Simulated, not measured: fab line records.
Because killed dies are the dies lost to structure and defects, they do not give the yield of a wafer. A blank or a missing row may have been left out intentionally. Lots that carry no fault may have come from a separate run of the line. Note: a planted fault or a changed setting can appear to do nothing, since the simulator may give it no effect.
Which of the tools did it? | flow berkeley-cmos170 | 14 lots, 42 wafers sampled, at 3 steps of a route of 331

WHAT EACH GAUGE READ, for each wafer
UCB170_M1_CD_MEAS_90: target cd 700 nm. Usual: cd-nm at 700.7 nm, with a standard deviation of 2.9.
lot  | measured     | on        | cd-nm (nm)                          | flag
L776 | day 7 18:11  | cd-sem-02 | 700.6 697.2 702.5                   |
L777 | day 8 12:04  | cd-sem-01 | 701.8 700.9 703.0                   |
L778 | day 8 19:28  | cd-sem-02 | 701.2 702.6 698.5                   |
L780 | day 8 21:53  | cd-sem-01 | 702.4 701.9 703.5                   |
L779 | day 8 22:08  | cd-sem-01 | 703.2 700.2 699.8                   |
L782 | day 9 17:43  | cd-sem-01 | 702.6 703.1 698.6                   |
L783 | day 9 17:57  | cd-sem-02 | 701.7 695.3 695.3                   |
L785 | day 10 02:24 | cd-sem-02 | 700.3 698.2 707.7                   |
L788 | day 10 22:22 | cd-sem-01 | 701.6 697.4 701.1                   |
L789 | day 11 06:29 | cd-sem-01 | 705.5 701.2 705.7                   |
L793 | day 11 22:11 | cd-sem-02 | 691.7 688.1 693.1 691.5 687.7 693.3 | OFF
L798 | day 12 08:44 | cd-sem-02 | 700.8 700.7 701.0                   |
L796 | day 12 10:33 | cd-sem-01 | 691.1 687.0 689.8 691.8 688.0 689.5 | OFF
L797 | day 12 10:52 | cd-sem-01 | 700.6 701.8 698.3                   |

TOOL THAT RAN EACH LOT (tool first, then ch and the chambers of the sampled wafers, then the start)
lot  | UCB170_M1_METAL_ETCH_12           | UCB170_M1_STRIP_13
L776 | rie-metal-04 ch 0,1, day 7 17:56  | plasma-asher-02 ch 0,1, day 7 18:04
L777 | rie-metal-04 ch 0, day 8 11:43    | plasma-asher-01 ch 0,1, day 8 11:58
L778 | rie-metal-02 ch 0,1, day 8 19:13  | plasma-asher-02 ch 0,1, day 8 19:22
L780 | rie-metal-04 ch 0,1, day 8 21:40  | plasma-asher-02 ch 0, day 8 21:47
L779 | rie-metal-02 ch 0,1, day 8 21:54  | plasma-asher-04 ch 0,1, day 8 22:02
L782 | rie-metal-04 ch 0,1, day 9 17:29  | plasma-asher-02 ch 0,1, day 9 17:37
L783 | rie-metal-02 ch 0,1, day 9 17:43  | plasma-asher-04 ch 0,1, day 9 17:51
L785 | rie-metal-02 ch 0,1, day 10 02:10 | plasma-asher-01 ch 0,1, day 10 02:18
L788 | rie-metal-04 ch 0,1, day 10 22:08 | plasma-asher-01 ch 0,1, day 10 22:16
L789 | rie-metal-01 ch 0,1, day 11 06:15 | plasma-asher-02 ch 0,1, day 11 06:23
L793 | rie-metal-04 ch 0,1, day 11 21:57 | plasma-asher-01 ch 0,1, day 11 22:05
L798 | rie-metal-01 ch 0,1, day 12 08:31 | plasma-asher-01 ch 0,1, day 12 08:38
L796 | rie-metal-04 ch 0,1, day 12 10:19 | plasma-asher-01 ch 0, day 12 10:27
L797 | rie-metal-01 ch 0,1, day 12 10:38 | plasma-asher-04 ch 0,1, day 12 10:45
- UCB170_M1_METAL_ETCH_12: etches Al in Cl2/BCl3, stops on PSG, target depth 780 nm, time 130 s.
- UCB170_M1_STRIP_13: strips in O2.

WHAT THE TOOLS THEMSELVES READ (means of the sampled wafers that have a number; where no wafer has one, the mark that the record gives instead)
UCB170_M1_METAL_ETCH_12. Usual: drypump-motor-current-A 5.9 A, standard deviation 0.62; oes-product-au 0.852 a.u., standard deviation 0.015; throttle-valve-pct 24.5 %, standard deviation 0.34.
lot  | tool         | drypump-motor-current-A (A) | oes-product-au (a.u.) | throttle-valve-pct (%) | flag
L776 | rie-metal-04 | 5.2                         | 0.858                 | 24.1                   |
L777 | rie-metal-04 | 5.0                         | 0.851                 | 23.9                   |
L778 | rie-metal-02 | 6.4                         | 0.859                 | 24.5                   |
L780 | rie-metal-04 | 5.2                         | 0.865                 | 24.1                   |
L779 | rie-metal-02 | 6.2                         | 0.865                 | 24.7                   |
L782 | rie-metal-04 | 5.4                         | 0.867                 | 24.3                   |
L783 | rie-metal-02 | 6.2                         | 0.852                 | 24.7                   |
L785 | rie-metal-02 | 6.2                         | 0.865                 | 24.6                   |
L788 | rie-metal-04 | 5.2                         | 0.852                 | 24.1                   |
L789 | rie-metal-01 | 6.3                         | 0.833                 | 24.9                   |
L793 | rie-metal-04 | 5.2                         | 0.856                 | 24.1                   |
L798 | rie-metal-01 | 6.3                         | 0.840                 | 24.9                   |
L796 | rie-metal-04 | 5.4                         | 0.859                 | 24.3                   |
L797 | rie-metal-01 | 6.3                         | 0.842                 | 24.9                   |

UCB170_M1_STRIP_13. Usual: drypump-motor-current-A 6.1 A, standard deviation 0.48; oes-product-au 0.733 a.u., standard deviation 0.0044.
lot  | tool            | drypump-motor-current-A (A) | oes-product-au (a.u.) | flag
L776 | plasma-asher-02 | 6.3                         | 0.730                 |
L777 | plasma-asher-01 | 6.2                         | 0.732                 |
L778 | plasma-asher-02 | 6.3                         | 0.735                 |
L780 | plasma-asher-02 | 6.3                         | 0.728                 |
L779 | plasma-asher-04 | 5.8                         | 0.734                 |
L782 | plasma-asher-02 | 6.3                         | 0.732                 |
L783 | plasma-asher-04 | 5.3                         | 0.730                 |
L785 | plasma-asher-01 | 6.2                         | 0.737                 |
L788 | plasma-asher-01 | 6.2                         | 0.733                 |
L789 | plasma-asher-02 | 6.3                         | 0.734                 |
L793 | plasma-asher-01 | 6.2                         | 0.635                 | OFF
L798 | plasma-asher-01 | 6.2                         | 0.734                 |
L796 | plasma-asher-01 | 6.1                         | 0.594                 | OFF
L797 | plasma-asher-04 | 5.8                         | 0.735                 |

THE ANSWER, worked out from the rows above alone
Rule: a lot counts as off when the mean over its wafers that have a number is more than 3 standard deviations away from the usual mean. A lot without any number at a reading at which 4 lots or more have one is off too. The other lots that the step has rows for count as sound. Order of review: gauges by route order, followed by the tools' own readings, for which a lot's mean as printed above is used. At the first step where some lot is off, the reading lying furthest off is the one used; lots without a number count as furthest.
Off, at UCB170_M1_CD_MEAS_90 on cd-nm: L793, L796.
A tool fits if, at a process step before that reading, it ran every lot that is off, and no sound lot after the first of them. Not tried: the gauges at UCB170_M1_CD_MEAS_90; whatever is off there is also off at UCB170_M1_STRIP_13, on other tools, and gauge error can't account for it. One fits: rie-metal-04 at UCB170_M1_METAL_ETCH_12. A fault onset in the window from L788 (day 10 22:08, its last sound lot) to L793 (day 11 21:57, its first lot off) fits.

WHAT THE SIMULATOR HAD PUT IN
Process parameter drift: rie-metal-04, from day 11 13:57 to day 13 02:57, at UCB170_M1_METAL_ETCH_12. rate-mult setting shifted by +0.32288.
Lots struck among those shown: L793, L796. Same finding as the rule above.
